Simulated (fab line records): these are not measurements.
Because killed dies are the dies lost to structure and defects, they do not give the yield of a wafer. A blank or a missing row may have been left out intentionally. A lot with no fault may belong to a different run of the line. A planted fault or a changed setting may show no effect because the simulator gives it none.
A struck lot beside a sound one | flow rit_cmos | 15 out of 202 route steps
Sound: these wafers, L360.1, L360.5, L360.6. The struck wafers were L358.1, L358.3, L358.5. At the end, the cause is stated.
For every step that has rows: the tool of each side, followed by ch and its chambers, followed by its first start. Under that, the readings that differ: sound wafers | struck wafers | difference of the means | sigmas: that difference in standard deviations of wafers without a fault.
alike: readings whose means differ by less than 2 such deviations, and words and numbers that are the same on both sides. not compared: withheld readings, readings that some wafer has no value for, bounds like >300 that may hide the same value, and numbers for which the record gives no deviation and whose values overlap.
A row with sigmas, a row that says differs or no value, or rows on one side alone: a step with any of these is where the two part. Numbers that don't overlap but have no deviation are shown without sigmas and don't part them. A reading that every wafer of one side lacks parts them only if that side has two wafers or more.

first, 1 step without rows for these wafers: RIT_CONTACT_CLEAN_14 (cleans in SC2, time 600 s).
RIT_M1_SPUTTER_00: material Al, target thk 400 nm, time 500 s.
  sound on pvd_sputter-04, day 7 20:05; struck on pvd_sputter-04, day 7 13:00
  alike: chamber_pressure_pa, throttle_valve_pct
RIT_M1_RS_MEAS_01: measures by four-point-probe.
  sound on film_metro-04, day 7 20:22; struck on film_metro-04, day 7 13:18
  alike: M1_AL_RS
RIT_M1_THK_MEAS_02: measures by xrf.
  sound on film_metro-04, day 7 20:29; struck on film_metro-04, day 7 13:25
  alike: M1_AL_THK
then, 6 steps without rows for these wafers: RIT_M1_HMDS_03 (prime time 60 s); RIT_M1_COAT_04 (resist thk 1310 nm); RIT_M1_SOFTBAKE_05 (time 60 s); RIT_M1_EXPOSE_06 (exposes mask M12, target cd 2600 nm); RIT_M1_PEB_07; RIT_M1_DEVELOP_08 (develop time 70.86 s).
RIT_M1_CD_MEAS_09: target cd 2600 nm.
  sound on cd_sem-02, day 7 21:26; struck on cd_sem-02, day 7 14:22
  alike: cd_nm
RIT_M1_OVL_MEAS_10:
  sound on overlay-01, day 7 21:33; struck on overlay-02, day 7 14:29
  reading     | sound          | struck      | difference | sigmas
  M1_OVL (nm) | -3.3 -1.1 -1.6 | 0.6 2.2 0.0 | +2.9       | +2
RIT_M1_HARDBAKE_11: time 120 s.
  sound on litho_track-03 ch 0, day 7 21:35; struck on litho_track-01 ch 0, day 7 14:38
  reading                  | sound                | struck               | difference | sigmas
  heater_power_total_W (W) | 52.04 52.12 52.00    | 52.52 52.56 52.54    | +0.49      | +8
  plate_temp_C (C)         | 139.95 140.04 139.94 | 140.77 140.97 140.90 | +0.90      | +6
RIT_M1_METAL_ETCH_12: etches Al in Cl2/BCl3, stops on SiO2, time 165 s, target depth 600 nm.
  sound on rie_metal-01 ch 0,1, day 7 21:50; struck on rie_metal-04 ch 0,1, day 7 14:53
  reading               | sound             | struck            | difference | sigmas
  oes_product_au (a.u.) | 0.751 0.751 0.745 | 0.784 0.779 0.755 | +0.024     | +2
  alike: drypump_motor_current_A, throttle_valve_pct
  not compared: rf_hours_counter_h
RIT_M1_PROBE_99:
  the record has rows for the struck wafers here (prober-02, day 7 17:08) and none for the sound ones

WHERE THEY PART
First at RIT_M1_OVL_MEAS_10; last, within this record, at RIT_M1_PROBE_99.

WHY: what had been put in by the simulator
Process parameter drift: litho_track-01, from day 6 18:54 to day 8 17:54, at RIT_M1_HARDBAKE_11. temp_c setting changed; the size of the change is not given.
